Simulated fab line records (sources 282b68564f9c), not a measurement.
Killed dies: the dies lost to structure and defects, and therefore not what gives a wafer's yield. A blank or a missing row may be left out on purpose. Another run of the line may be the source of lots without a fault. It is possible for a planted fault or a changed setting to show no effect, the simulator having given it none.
A struck lot beside a sound one	flow rit_cmos	15 out of 202 route steps
Sound: wafers L819.1, L819.4, L819.5. Wafers struck: L824.2, L824.3, L824.4. At the end, the cause is stated.
Per side, at each step with rows, come the tool, then ch with its chambers, and then its first start. Under that, the readings that differ: sound wafers	struck wafers	difference of the means	sigmas: that difference in standard deviations of wafers without a fault.
alike: words and numbers the same on both sides, and readings whose means are apart by under 2 such deviations; not compared: readings that were withheld, readings missing a value for some wafer, numbers with overlapping values and no deviation given by the record, and bounds like >300 which may hide the same value.
The two part at a step that has a row with sigmas, a row that says differs or no value, or rows on one side only. Non-overlapping numbers with no deviation appear without sigmas and do not part them. Lack of a reading on every wafer of one side parts them only where that side has two or more wafers.

RIT_SPACER_ETCHBACK_05: etches Si3N4 in SF6/CHF3, stops on SiO2, target depth 250 nm, time 240 s.
  sound on rie_diel-04 ch 0,1,3, day 2 23:00; struck on rie_diel-01 ch 0,2,3, day 3 23:26
  alike: chamber_pressure_mTorr, drypump_motor_current_A, oes_product_au, throttle_valve_pct
  not compared: rf_hours_counter_h
then, 6 steps without rows for these wafers: RIT_NSD_HMDS_00 (prime time 60 s); RIT_NSD_COAT_01 (resist thk 1000 nm); RIT_NSD_SOFTBAKE_02 (time 60 s); RIT_NSD_EXPOSE_03 (exposes mask M9, target cd 40700 nm); RIT_NSD_PEB_04; RIT_NSD_DEVELOP_05 (develop time 50 s).
RIT_NSD_OVL_MEAS_06:
  struck on overlay-01, day 4 00:34; sound on overlay-01, day 3 00:14
  alike: NSD_OVL
then, 2 steps without rows for these wafers: RIT_NSD_HARDBAKE_07 (time 60 s); RIT_NSD_IMPLANT_08.
RIT_NSD_STRIP_09: strips in O2, time 180 s.
  sound on plasma_asher-02 ch 0,1, day 3 00:35; struck on plasma_asher-01 ch 0,1, day 4 00:54
  alike: chamber_pressure_mTorr, drypump_motor_current_A
  not compared: rf_hours_counter_h
RIT_NSD_TW_MEAS_10:
  struck on film_metro-03, day 4 01:05; sound on film_metro-02, day 3 00:45
  alike: NSD_TW
RIT_PSD_HMDS_00: prime time 60 s.
  sound on litho_track-02 ch 0, day 3 00:49; struck on litho_track-02 ch 0, day 4 01:10
reading	sound	struck	difference	sigmas
prime_temp_c (C)	140.11 140.03 139.69	142.55 142.55 142.64	+2.64	+19
  alike: exhaust_pa
then, 1 step without rows for these wafers: RIT_PSD_COAT_01 (resist thk 1000 nm).
RIT_M1_PROBE_99:
  struck on prober-01, day 4 10:52; sound on prober-02, day 3 10:40
  alike: killed_at_contacts, killed_at_front_end, killed_dies, killed_open, killed_short

== WHERE THEY PART ==
Only at RIT_PSD_HMDS_00, within this record. Later steps at which nothing parts them and some readings are alike: RIT_M1_PROBE_99.

WHY: whatever the simulator had introduced
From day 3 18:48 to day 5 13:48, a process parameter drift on litho_track-02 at RIT_PSD_HMDS_00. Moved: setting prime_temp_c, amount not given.
